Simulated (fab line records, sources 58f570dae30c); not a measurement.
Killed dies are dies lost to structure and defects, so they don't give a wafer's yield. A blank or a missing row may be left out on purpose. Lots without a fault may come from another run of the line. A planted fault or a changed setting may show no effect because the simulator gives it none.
Which tool did it? | flow berkeley_cmos170 | 13 lots, 39 wafers sampled, at 3 steps of a route of 331

WHAT THE GAUGES READ, wafer by wafer
UCB170_V1_THK_MEAS_04.
lot  | measured     | on            | V1_POLISHED_THK (nm)
L631 | day 7 23:40  | film_metro-03 | 1000.6 1001.5 1000.4
L632 | day 7 23:22  | film_metro-01 | 1000.5 1000.6 1000.6
L629 | day 7 23:23  | film_metro-02 | 1000.8 1002.4 1000.1
L637 | day 9 05:29  | film_metro-03 | 1000.2 1000.6 1002.1
L641 | day 10 00:10 | film_metro-03 | 1000.2 1000.8 999.0
L642 | day 10 05:46 | film_metro-02 | 998.4 1000.3 1001.3
L643 | day 10 20:53 | film_metro-03 | 1002.0 1000.4 1002.9
L645 | day 11 03:23 | film_metro-01 | 1001.0 999.8 999.7
L646 | day 11 03:25 | film_metro-02 | 999.2 1002.8 1003.1
L647 | day 11 09:50 | film_metro-03 | 1001.8 1000.6 999.9
L648 | day 11 22:19 | film_metro-02 | 1001.8 1001.5 1001.6
L649 | day 11 21:59 | film_metro-03 | 1000.1 1001.0 1000.6
L651 | day 12 06:46 | film_metro-03 | 1003.2 1001.4 1001.2

UCB170_M2_OVL_MEAS_16.
lot  | measured     | on         | M2_OVL (nm)
L631 | day 8 03:58  | overlay-01 | 0 -1 9
L632 | day 8 03:20  | overlay-01 | 4 6 -1
L629 | day 8 03:41  | overlay-02 | 9 1 5
L637 | day 9 11:15  | overlay-02 | -4 -7 -7
L641 | day 10 06:19 | overlay-01 | 0 1 -1
L642 | day 10 13:34 | overlay-01 | -4 -11 -12
L643 | day 11 05:11 | overlay-02 | 3 -3 8
L645 | day 11 10:04 | overlay-01 | -5 -1 -6
L646 | day 11 10:21 | overlay-01 | -2 -7 -5
L647 | day 11 16:34 | overlay-01 | -7 -18 -14
L648 | day 12 04:43 | overlay-01 | -11 0 0
L649 | day 12 04:57 | overlay-01 | -1 -7 -7
L651 | day 12 11:56 | overlay-02 | -9 -7 -8

WHICH TOOL RAN EACH LOT (tool, then ch and the chambers of the sampled wafers, then the start)
lot  | UCB170_SCREENOX_WET_ETCH_00
L631 | wet_bench-02 ch 2, day 5 13:05
L632 | wet_bench-02 ch 0, day 5 13:05
L629 | wet_bench-02 ch 0, day 5 13:09
L637 | wet_bench-01 ch 3, day 7 00:49
L641 | wet_bench-02 ch 3, day 7 18:51
L642 | wet_bench-03 ch 3, day 8 00:27
L643 | wet_bench-02 ch 0, day 8 05:57
L645 | wet_bench-02 ch 1, day 8 21:49
L646 | wet_bench-02 ch 2, day 8 21:49
L647 | wet_bench-02 ch 2, day 8 21:49
L648 | wet_bench-02 ch 2, day 9 18:16
L649 | wet_bench-02 ch 0, day 9 18:16
L651 | wet_bench-02 ch 2, day 10 03:56
- UCB170_SCREENOX_WET_ETCH_00: etches SiO2 in dHF, time 200 s.

WHAT THE TOOLS THEMSELVES READ (means of the sampled wafers that have a number; where no wafer has one, the mark that the record gives instead)
The record holds no such reading with a usual standard deviation.

THE ANSWER, worked out from the rows above alone
Rule: what is usual is taken from the lots themselves. Put in order of their means at a reading, lots are off if they are a third of the lots or fewer, leave a main group of 4 or more, and stand apart from it by a gap of 3 or more times the standard deviation of the main group's means; of several such gaps the widest counts. A main group whose means are all the same, to the digits that the tables above print for the reading, isn't used. A lot without any number at a reading at which 4 lots or more have one is off too. The other lots that the step has rows for count as sound. The gauges are gone through in route order, then the tools' own readings, and for those a lot's mean is taken as printed above. The first step at which some lot is off is used, and at that step the reading that is off furthest; a lot without a number counts as furthest.
No lot is off at any reading shown: from this, nothing can be told.

WHAT THE SIMULATOR HAD PUT IN
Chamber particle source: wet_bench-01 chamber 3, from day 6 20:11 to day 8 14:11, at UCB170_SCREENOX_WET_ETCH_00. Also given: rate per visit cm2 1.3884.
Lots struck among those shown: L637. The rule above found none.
